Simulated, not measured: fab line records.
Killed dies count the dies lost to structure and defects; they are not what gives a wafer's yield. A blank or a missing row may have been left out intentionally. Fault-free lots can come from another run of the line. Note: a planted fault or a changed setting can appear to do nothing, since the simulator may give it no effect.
Which tool is to blame? -- flow rit cmos -- 42 wafers from 14 lots sampled at 5 of the route's 202 steps

== WHAT THE GAUGES SHOWED, per wafer ==
RIT_NWELL_OVL_MEAS_06. Usual: NWELL_OVL gives 0.2 nm (standard deviation 1.5).
lot,measured,on,NWELL_OVL (nm),flag
L775,day 1 22:26,overlay-02,-0.7 0.9 1.4,
L776,day 2 03:28,overlay-02,0.5 1.8 1.0,
L777,day 2 07:52,overlay-01,1.3 1.5 0.8,
L778,day 2 12:21,overlay-02,-1.0 -1.3 -0.9,
L779,day 2 17:02,overlay-02,0.6 1.4 2.5,
L780,day 2 23:19,overlay-02,-3.2 -1.6 -0.2,
L781,day 3 02:18,overlay-02,2.5 1.3 1.6,
L782,day 3 11:28,overlay-01,-1.7 -1.8 -1.6,
L783,day 3 15:13,overlay-02,1.2 -1.0 1.3,
L784,day 3 22:05,overlay-01,0.8 1.6 1.5,
L785,day 4 01:25,overlay-02,-1.7 -2.9 -1.4,
L790,day 5 02:04,overlay-01,0.5 -0.3 1.8,
L792,day 5 12:19,overlay-01,1.5 2.3 2.8,
L796,day 6 08:04,overlay-01,1.0 2.6 0.4,

RIT_PWELL_OVL_MEAS_06. Usual: PWELL_OVL gives 0.9 nm (standard deviation 1.2).
lot,measured,on,PWELL_OVL (nm),flag
L775,day 2 00:02,overlay-02,-0.5 0.7 0.0,
L776,day 2 05:01,overlay-01,0.2 1.9 1.7,
L777,day 2 09:25,overlay-01,2.0 0.9 1.8,
L778,day 2 14:01,overlay-01,0.6 -0.2 -0.4,
L779,day 2 18:43,overlay-01,-1.0 -0.3 -0.2,
L780,day 3 01:03,overlay-01,1.0 -1.8 0.0,
L781,day 3 03:51,overlay-01,1.4 -0.1 -1.3,
L782,day 3 13:09,overlay-02,1.3 1.5 2.5,
L783,day 3 16:53,overlay-02,0.9 0.8 1.1,
L784,day 3 23:45,overlay-02,2.7 2.6 3.7,
L785,day 4 02:58,overlay-02,0.1 0.5 1.0,
L790,day 5 03:37,overlay-02,1.4 1.5 0.6,
L792,day 5 14:08,overlay-01,2.8 2.0 2.1,
L796,day 6 09:37,overlay-01,0.5 1.6 0.6,

RIT_NLDD_TW_MEAS_10. Usual: NLDD_TW gives 2479 (standard deviation 22).
lot,measured,on,NLDD_TW,flag
L775,day 2 20:40,film metro-02,2487 2496 2503,
L776,day 3 02:58,film metro-02,2504 2499 2501,
L777,day 3 05:28,film metro-04,2485 2488 2486,
L778,day 3 09:38,film metro-03,2437 2444 2438,
L779,day 3 17:06,film metro-03,2444 2448 2434,
L780,day 3 23:43,film metro-04,2474 2489 2469,
L781,day 4 01:37,film metro-04,2518 2501 2507,
L782,day 4 10:46,film metro-02,2512 2486 2497,
L783,day 4 14:53,film metro-03,2468 2465 2453,
L784,day 4 22:16,film metro-04,2508 2494 2517,
L785,day 5 03:20,film metro-04,2489 2476 2477,
L790,day 6 00:08,film metro-04,2183 2190 2188,OFF
L792,day 6 11:47,film metro-03,2171 2160 2172,OFF
L796,day 7 06:28,film metro-03,2463 2470 2478,

RIT_SDANNEAL_RS_MEAS_07: uses a four-point probe to measure. Usual: NLDD_RS gives 151.6 ohm/sq (standard deviation 0.58).
lot,measured,on,NLDD_RS (ohm/sq),flag
L775,day 3 05:43,film metro-03,151.5 151.5 151.5,
L776,day 3 11:18,film metro-03,151.8 152.7 151.7,
L777,day 3 13:14,film metro-03,151.4 151.4 151.1,
L778,day 3 17:32,film metro-04,152.2 152.7 152.5,
L779,day 4 00:42,film metro-03,151.5 151.8 151.6,
L780,day 4 07:27,film metro-04,152.7 152.7 152.6,
L781,day 4 09:37,film metro-03,151.5 152.4 152.0,
L782,day 4 19:04,film metro-02,151.1 151.4 150.9,
L783,day 4 22:38,film metro-02,150.5 151.2 151.5,
L784,day 5 06:08,film metro-04,152.2 152.1 151.7,
L785,day 5 11:12,film metro-03,151.4 151.5 151.6,
L790,day 6 08:16,film metro-04,217.5 217.9 218.3,OFF
L792,day 6 20:50,film metro-04,214.7 216.3 215.5,OFF
L796,day 7 14:20,film metro-03,151.0 150.7 151.0,

== TOOL THAT RAN EACH LOT (tool first, then ch and the chambers of the sampled wafers, then the start) ==
lot,RIT_NLDD_IMPLANT_08
L775,"implanter-01 ch 0, day 2 20:22"
L776,"implanter-04 ch 0, day 3 02:40"
L777,"implanter-02 ch 0, day 3 05:09"
L778,"implanter-04 ch 0, day 3 09:20"
L779,"implanter-01 ch 0, day 3 16:46"
L780,"implanter-02 ch 0, day 3 23:25"
L781,"implanter-01 ch 0, day 4 01:18"
L782,"implanter-01 ch 0, day 4 10:27"
L783,"implanter-04 ch 0, day 4 14:34"
L784,"implanter-01 ch 0, day 4 21:57"
L785,"implanter-02 ch 0, day 5 03:01"
L790,"implanter-01 ch 0, day 5 23:49"
L792,"implanter-01 ch 0, day 6 11:27"
L796,"implanter-04 ch 0, day 7 06:08"
- RIT_NLDD_IMPLANT_08

== AS READ BY THE TOOLS THEMSELVES (means over the sampled wafers that have a number; for cases with no such wafer, the mark the record gives instead) ==
RIT_NLDD_IMPLANT_08. Usual: dose ions cm2 5.001e+14, standard deviation 5.6e+11; faraday current uA 1574, standard deviation 25.
lot,tool,dose ions cm2,faraday current uA,flag
L775,implanter-01,5.001e+14,1570,
L776,implanter-04,4.993e+14,1577,
L777,implanter-02,4.998e+14,1576,
L778,implanter-04,5.002e+14,1566,
L779,implanter-01,5.008e+14,1579,
L780,implanter-02,4.999e+14,1597,
L781,implanter-01,5.005e+14,1573,
L782,implanter-01,5.009e+14,1577,
L783,implanter-04,5.002e+14,1585,
L784,implanter-01,5.001e+14,1590,
L785,implanter-02,5.001e+14,1578,
L790,implanter-01,3.202e+14,1016,OFF
L792,implanter-01,3.194e+14,1006,OFF
L796,implanter-04,4.998e+14,1571,

== THE ANSWER, worked out from the rows above alone ==
Rule: a lot is off if the mean of its wafers that have a number lies more than 3 standard deviations from the usual mean. A lot without any number at a reading at which 4 lots or more have one is off too. Any other lot the step has rows for is counted as sound. Order of review: gauges by route order, followed by the tools' own readings, for which a lot's mean as printed above is used. The first step at which some lot is off is used, and at that step the reading that is off furthest; a lot without a number counts as furthest.
Off: L790, L792, at RIT_NLDD_TW_MEAS_10 (NLDD_TW).
If a tool, at a process step before that reading, ran all the lots that are off and no sound lot after the first of them, it fits. Not tried: the gauges at RIT_NLDD_TW_MEAS_10; whatever is off there is also off at RIT_NLDD_IMPLANT_08, on other tools, and gauge error can't account for it. One fits: RIT_NLDD_IMPLANT_08 on implanter-01. Its last sound lot is L784 (day 4 21:57), its first lot that is off L790 (day 5 23:49): a fault that began between those two fits.
The tool's own readings at RIT_NLDD_IMPLANT_08 bear it out: on the lots that are off they differ by more than 5 times the standard deviation of the sound lots' means. dose ions cm2 reads 3.198e+14 there against 5.001e+14 on the sound lots; faraday current uA reads 1011 there against 1578 on the sound lots.

== WHAT HAD BEEN PUT IN BY THE SIMULATOR ==
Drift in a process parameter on implanter-01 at RIT_NLDD_IMPLANT_08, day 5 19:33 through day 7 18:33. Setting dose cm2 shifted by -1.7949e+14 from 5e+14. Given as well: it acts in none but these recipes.
Lots struck among those shown: L790, L792. The rule above reached the same finding.
